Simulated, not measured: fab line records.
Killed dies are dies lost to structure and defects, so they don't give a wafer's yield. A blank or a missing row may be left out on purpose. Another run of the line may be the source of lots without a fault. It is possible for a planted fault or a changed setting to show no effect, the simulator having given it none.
Chamber matching -- flow berkeleyCmos170 -- UCB170_SPACER_ETCHBACK_03 on rieDiel-03 has 4 sister chambers
The step etches SiO2 in CHF3/CF4/Ar, stops on Si, target depth 376 nm, time 100 s. 16 wafers are shown with their chamber, then 8 later ones without.

## WAFERS, EACH WITH ITS CHAMBER
wafer,chamber,drypumpMotorCurrentA (A),throttleValvePct (%),oesProductAu (a.u.)
L669.2,3,5.7,6.39,0.882
L669.4,2,6.5,6.44,0.919
L669.5,3,5.7,6.41,0.864
L667.2,2,6.6,6.44,0.917
L667.3,3,5.7,6.38,0.888
L667.5,0,5.6,6.51,0.894
L680.1,1,6.3,6.42,0.881
L680.4,3,5.7,6.41,0.897
L680.5,3,5.7,6.41,0.890
L679.1,2,6.5,6.43,0.901
L679.3,1,6.3,6.44,0.884
L679.4,3,5.7,6.42,0.887
L681.2,0,5.6,6.50,0.882
L681.4,1,6.3,6.44,0.888
L681.5,0,5.6,6.51,0.900
L686.2,1,6.3,6.43,0.883

SIGNATURES (means of the wafers above)
reading,chamber 0,chamber 1,chamber 2,chamber 3,scatter within a chamber
drypumpMotorCurrentA,5.600,6.300,6.533,5.700,0.0236
throttleValvePct,6.5067,6.4325,6.4367,6.4033,0.0113
oesProductAu,0.89200,0.88400,0.91233,0.88467,0.00922
Rule: for each reading, subtract the chamber's mean from the wafer's reading, divide by that reading's scatter and square the result; add these up over the readings and take the root, which gives the wafer's distance from the chamber. The wafer belongs to the nearest chamber; if the next one is less than 2 further off, it can't be placed. The scatter: take each reading less its chamber's mean, square it, sum over the shown wafers, divide by the number of wafers less the number of chambers, and take the root.

## WAFERS WITH NO CHAMBER GIVEN
wafer,drypumpMotorCurrentA (A),throttleValvePct (%),oesProductAu (a.u.)
L686.4,5.7,6.41,0.926
L686.5,6.5,6.44,0.918
L687.2,6.6,6.43,0.907
L687.3,5.6,6.49,0.879
L687.6,5.6,6.50,0.887
L689.2,5.6,6.50,0.880
L689.3,6.6,6.44,0.920
L689.4,6.3,6.43,0.883

## WHICH CHAMBER EACH ONE RAN IN
wafer,from the rows above,in truth
L686.4,3,3
L686.5,2,2
L687.2,2,2
L687.3,0,0
L687.6,0,0
L689.2,0,0
L689.3,2,2
L689.4,1,1
Correctly placed: 8 of 8. Not placeable from these rows: 0. Number placed wrongly: 0.
